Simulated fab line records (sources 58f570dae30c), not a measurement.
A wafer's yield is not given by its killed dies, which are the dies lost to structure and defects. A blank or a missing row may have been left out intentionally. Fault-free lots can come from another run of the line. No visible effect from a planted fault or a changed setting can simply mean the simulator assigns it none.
Tool commonality check + flow berkeley_cmos170 + Lots sampled 14, wafers sampled 42

## WHAT PROMPTED THE OPENING
Of 14 lots, 2 have the reading PLDD_RS flagged at UCB170_SDANNEAL_RS_MEAS_04. Fault-free wafers read 1032.4 ohm/sq, with a standard deviation of 2.2.
Rule: a lot is flagged when every wafer of it that has a number lies more than 4 standard deviations from that mean, or none has a number. The rest of the lots are taken to be sound.

| lot  | measured     | on            | PLDD_RS (ohm/sq), wafer by wafer | flag    |
|------|--------------|---------------|----------------------------------|---------|
| L471 | day 7 10:02  | film_metro-04 | 1034.3 1032.1 1032.3             |         |
| L472 | day 8 15:07  | film_metro-03 | 1032.0 1034.1 1030.4             |         |
| L473 | day 9 09:01  | film_metro-03 | 1030.7 1030.9 1032.4             |         |
| L475 | day 9 09:31  | film_metro-02 | 1033.5 1033.1 1034.0             |         |
| L477 | day 9 13:11  | film_metro-04 | 1031.2 1031.6 1031.9             |         |
| L481 | day 9 22:20  | film_metro-04 | 1074.3 1083.2 1080.2             | FLAGGED |
| L483 | day 10 05:30 | film_metro-03 | 1034.3 1030.8 1034.0             |         |
| L484 | day 11 01:48 | film_metro-04 | 1071.6 1072.9 1072.5             | FLAGGED |
| L485 | day 11 02:05 | film_metro-02 | 1032.2 1032.9 1031.5             |         |
| L488 | day 11 11:57 | film_metro-02 | 1031.7 1033.5 1033.0             |         |
| L487 | day 11 12:14 | film_metro-04 | 1030.7 1028.9 1029.9             |         |
| L490 | day 12 07:00 | film_metro-03 | 1037.5 1032.2 1035.7             |         |
| L494 | day 12 22:30 | film_metro-02 | 1031.3 1032.2 1031.0             |         |
| L493 | day 14 04:10 | film_metro-03 | 1034.5 1035.1 1032.4             |         |
Average over the flagged lots: 1075.8 ohm/sq; offset from the usual +43.4 ohm/sq, equal to +20 standard deviations.

## WHICH TOOL RAN EACH LOT
The record holds 1 process step before the reading, out of a route of 331 steps. Each cell gives the tool, then ch followed by the chambers the sampled wafers passed through, then the start.
| lot  | flag    | UCB170_PLDD_IMPLANT_08          |
|------|---------|---------------------------------|
| L471 |         | implanter-02 ch 0, day 6 18:31  |
| L472 |         | implanter-04 ch 0, day 7 21:26  |
| L473 |         | implanter-04 ch 0, day 8 12:35  |
| L475 |         | implanter-01 ch 0, day 8 12:53  |
| L477 |         | implanter-02 ch 0, day 8 21:42  |
| L481 | FLAGGED | implanter-04 ch 0, day 9 05:02  |
| L483 |         | implanter-01 ch 0, day 9 13:46  |
| L484 | FLAGGED | implanter-04 ch 0, day 10 06:58 |
| L485 |         | implanter-01 ch 0, day 10 07:14 |
| L488 |         | implanter-02 ch 0, day 10 20:07 |
| L487 |         | implanter-01 ch 0, day 10 19:52 |
| L490 |         | implanter-02 ch 0, day 11 11:44 |
| L494 |         | implanter-01 ch 0, day 12 02:34 |
| L493 |         | implanter-04 ch 0, day 13 09:55 |
These steps, and what they do:
- UCB170_PLDD_IMPLANT_08
- UCB170_SDANNEAL_RS_MEAS_04: measures by four-point-probe.

## FLAGGED OVER TOTAL, TOOL BY TOOL (the gauges that took the reading come last)
| step                       | tool          | lots run | flagged | share of the flagged lots | sound lots run after its first flagged lot |
|----------------------------|---------------|----------|---------|---------------------------|--------------------------------------------|
| UCB170_PLDD_IMPLANT_08     | implanter-01  | 5        | 0       | none                      | -                                          |
| UCB170_PLDD_IMPLANT_08     | implanter-02  | 4        | 0       | none                      | -                                          |
| UCB170_PLDD_IMPLANT_08     | implanter-04  | 5        | 2       | all                       | 1 (L493)                                   |
| UCB170_SDANNEAL_RS_MEAS_04 | film_metro-02 | 4        | 0       | none                      | -                                          |
| UCB170_SDANNEAL_RS_MEAS_04 | film_metro-03 | 5        | 0       | none                      | -                                          |
| UCB170_SDANNEAL_RS_MEAS_04 | film_metro-04 | 5        | 2       | all                       | 1 (L487)                                   |

## THE TABLE: WHAT IT ALLOWS
Every flagged lot went through 2 rows of the table: implanter-04 at UCB170_PLDD_IMPLANT_08 and film_metro-04 at UCB170_SDANNEAL_RS_MEAS_04.
- implanter-04 at UCB170_PLDD_IMPLANT_08: 2 of its 5 lots flagged. Lots that were sound ran on it after the first flagged one (L493); a persistent fault on the entire tool would not allow that. Its own readings lie more than 4 standard deviations out on every wafer of the flagged lots: dose_ions_cm2.
- film_metro-04 at UCB170_SDANNEAL_RS_MEAS_04: 2 of its 5 lots flagged. Lots that were sound ran on it after the first flagged one (L487); a persistent fault on the entire tool would not allow that.
No row of the table ran every flagged lot and no sound lot after the first.

## WHAT THE SIMULATOR PUT IN
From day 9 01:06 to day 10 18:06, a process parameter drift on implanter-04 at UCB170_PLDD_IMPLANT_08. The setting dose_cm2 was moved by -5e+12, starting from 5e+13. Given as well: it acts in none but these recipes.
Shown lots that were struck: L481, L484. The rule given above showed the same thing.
